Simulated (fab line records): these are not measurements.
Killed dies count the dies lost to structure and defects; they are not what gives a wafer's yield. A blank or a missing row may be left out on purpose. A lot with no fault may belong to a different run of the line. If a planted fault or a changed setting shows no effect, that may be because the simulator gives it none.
2 desks, one fault    flow berkeley cmos170    what lay behind the numbers comes last; until then each desk has only its own

== METROLOGY DESK ==
What the gauges read, lot by lot, whatever tool the lot ran on: means of the sampled wafers that have a number. If a lot's mean is further than 4 standard deviations from the usual mean, the lot is out of limits and carries the mark OUT (the distance appears in the brackets).
Columns: A = cd nm at UCB170_M1_CD_MEAS_09, usual 699.4 nm
lot   first seen here  A
L167  day 6 16:33      700.0
L168  day 7 03:02      700.6
L169  day 7 05:13      696.3
L170  day 7 16:23      697.6
L171  day 7 18:04      697.7
L173  day 8 00:57      702.7
L172  day 8 04:58      700.2
L174  day 8 05:40      697.6
L175  day 8 07:24      699.2
L178  day 9 12:31      700.8
L177  day 9 13:13      699.9
L179  day 9 19:43      699.2
L182  day 10 14:10     689.1 (-6.5) OUT
L184  day 11 06:22     694.8
This desk's verdict: out of limits on L182, starting with L182 at day 10 14:10 (cd nm at UCB170_M1_CD_MEAS_09). L167, L168, L169, L170, L171, L173, L172, L174, L175, L178, L177, L179, L184: within limits.

== TOOL OWNER'S DESK, krf scanner-01 ==
The tool's own readings at UCB170_M1_EXPOSE_06 (exposes mask METAL1, target cd 700 nm): means of the sampled wafers that have a number, for each lot that ran on this tool. If a lot's mean is further than 4 standard deviations from the usual mean, the lot is out of limits and carries the mark OUT (the distance appears in the brackets).
Columns: A = exposure dose mJ cm2 at UCB170_M1_EXPOSE_06, usual 20.985
lot   first seen here  A
L168  day 7 02:38      20.972
L170  day 7 16:00      20.972
L173  day 8 00:34      20.972
L172  day 8 04:31      20.952
L174  day 8 05:16      20.981
L177  day 9 12:49      20.992
L179  day 9 19:08      20.979
L182  day 10 13:46     20.671 (-14) OUT
L184  day 11 05:44     20.435 (-24) OUT
This desk's verdict: out of limits on L182, L184, starting with L182 at day 10 13:46 (exposure dose mJ cm2 at UCB170_M1_EXPOSE_06). L168, L170, L173, L172, L174, L177, L179: within limits.

== ALL TOGETHER ==
The tool owner's desk had the chance to raise an alarm at day 10 13:46 on L182, L184.
The metrology desk could have raised an alarm at day 10 14:10, on L182.
The metrology desk holds a record of L184, inside its limits.
On krf scanner-01, each named lot ran UCB170_M1_EXPOSE_06.

== WHAT THE SIMULATOR HAD PUT IN ==
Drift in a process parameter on krf scanner-01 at UCB170_M1_EXPOSE_06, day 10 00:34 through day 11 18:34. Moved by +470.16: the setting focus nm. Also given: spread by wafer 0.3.
Lots struck among those shown: L182, L184.
Fault start to first reading out of limits, in hours, per desk: tool owner, 13; metrology, 14.
